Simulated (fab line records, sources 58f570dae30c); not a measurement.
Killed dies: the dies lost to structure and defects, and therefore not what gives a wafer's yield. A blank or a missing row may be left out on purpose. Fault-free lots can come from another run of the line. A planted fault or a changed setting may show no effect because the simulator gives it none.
A struck lot beside a sound one | flow berkeley_cmos170 | 16 out of 331 route steps
Sound: these wafers, L990.2, L990.4, L990.5. Struck: wafers L999.1, L999.4, L999.5. The cause comes at the end.
Per side, at each step with rows, come the tool, then ch with its chambers, and then its first start. Under that, the readings that differ: sound wafers | struck wafers | difference of the means | sigmas: that difference in standard deviations of wafers without a fault.
alike: a reading whose means differ by less than 2 such deviations, as well as words and numbers matching on both sides. not compared: withheld readings; readings where some wafer has no value; bounds like >300 that might hide an equal value; numbers whose values overlap and for which the record gives no deviation.
Wherever a step has rows on one side only, a row that says differs or no value, or a row with sigmas, the two part there. Non-overlapping numbers with no deviation appear without sigmas and do not part them. A reading that every wafer of one side lacks parts them only if that side has two wafers or more.

first, 1 step without rows for these wafers: UCB170_M2_SOFTBAKE_06 (time 60 s).
UCB170_M2_STRIP_07: strips in O2.
  sound on plasma_asher-01 ch 0,1, day 7 12:08; struck on plasma_asher-01 ch 0,1, day 9 18:35
  alike: chamber_pressure_mTorr, drypump_motor_current_A, oes_product_au, strip_time_to_endpoint_s
  not compared: rf_hours_counter_h
then, 7 steps without rows for these wafers: UCB170_M2_STRIP_08 (strips KrF in DMSO, time 600 s); UCB170_M2_COAT_09; UCB170_M2_COAT_10 (resist thk 900 nm); UCB170_M2_SOFTBAKE_11 (time 60 s); UCB170_M2_EXPOSE_12 (exposes mask METAL2, target cd 700 nm); UCB170_M2_PEB_13; UCB170_M2_DEVELOP_14 (develop time 45 s).
UCB170_M2_CD_MEAS_15 targets a cd of 700 nm.
  sound on cd_sem-01, day 7 13:46; struck on cd_sem-02, day 9 19:49
  alike: cd_nm
UCB170_M2_OVL_MEAS_16:
  sound on overlay-02, day 7 13:52; struck on overlay-02, day 9 19:56
  alike: M2_OVL
UCB170_M2_ETCH_17: etches BARC in N2/H2.
  sound on rie_diel-03 ch 0,2, day 7 13:54; struck on rie_diel-03 ch 1,2,3, day 9 19:59
  alike: chamber_pressure_mTorr, drypump_motor_current_A, oes_product_au, throttle_valve_pct
UCB170_M2_METAL_ETCH_18: etches Al in Cl2/BCl3, stops on SiO2, target depth 1170 nm, time 195 s.
  sound on rie_metal-04 ch 0,1, day 7 13:56; struck on rie_metal-01 ch 0, day 9 20:01
  reading                             | sound             | struck            | difference | sigmas
  oes_product_au (a.u.)               | 0.847 0.862 0.835 | 0.788 0.775 0.788 | -0.064     | -5
  run_length_s (s)                    | 223.6 223.4 223.3 | 240.4 240.4 240.6 | +17.0      | +15
  model.KrF_of_M2_COAT_10.thk_nm (nm) | 221.6 224.9 216.3 | 120.2 115.8 114.9 | -104.0     |
  model.SiO2_of_V1_CVD_00.thk_nm (nm) | 938.6 939.6 939.1 | 930.5 929.7 928.4 | -9.6       |
  alike: chamber_pressure_mTorr, drypump_motor_current_A, he_backside_leak_sccm, throttle_valve_pct
  not compared: rf_hours_counter_h
UCB170_M2_STRIP_19: strips in O2.
  sound on plasma_asher-04 ch 0,1, day 7 14:08; struck on plasma_asher-03 ch 1, day 9 20:13
  reading               | sound             | struck            | difference | sigmas
  oes_product_au (a.u.) | 0.554 0.562 0.541 | 0.452 0.443 0.440 | -0.107     | -7
  alike: chamber_pressure_mTorr, drypump_motor_current_A
  not compared: rf_hours_counter_h
UCB170_M2_CD_MEAS_90 targets a cd of 700 nm.
  sound on cd_sem-01, day 7 14:17; struck on cd_sem-01, day 9 20:19
  alike: cd_nm
following that, these wafers have no rows for 1 step: UCB170_M3_PROBE_99.

== WHERE THEY PART ==
First at UCB170_M2_METAL_ETCH_18; last, within this record, at UCB170_M2_STRIP_19. Later steps at which nothing parts them and some readings are alike: UCB170_M2_CD_MEAS_90.

WHY: what had been put in by the simulator
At UCB170_M2_METAL_ETCH_18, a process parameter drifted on rie_metal-01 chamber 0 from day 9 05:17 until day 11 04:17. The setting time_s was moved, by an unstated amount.
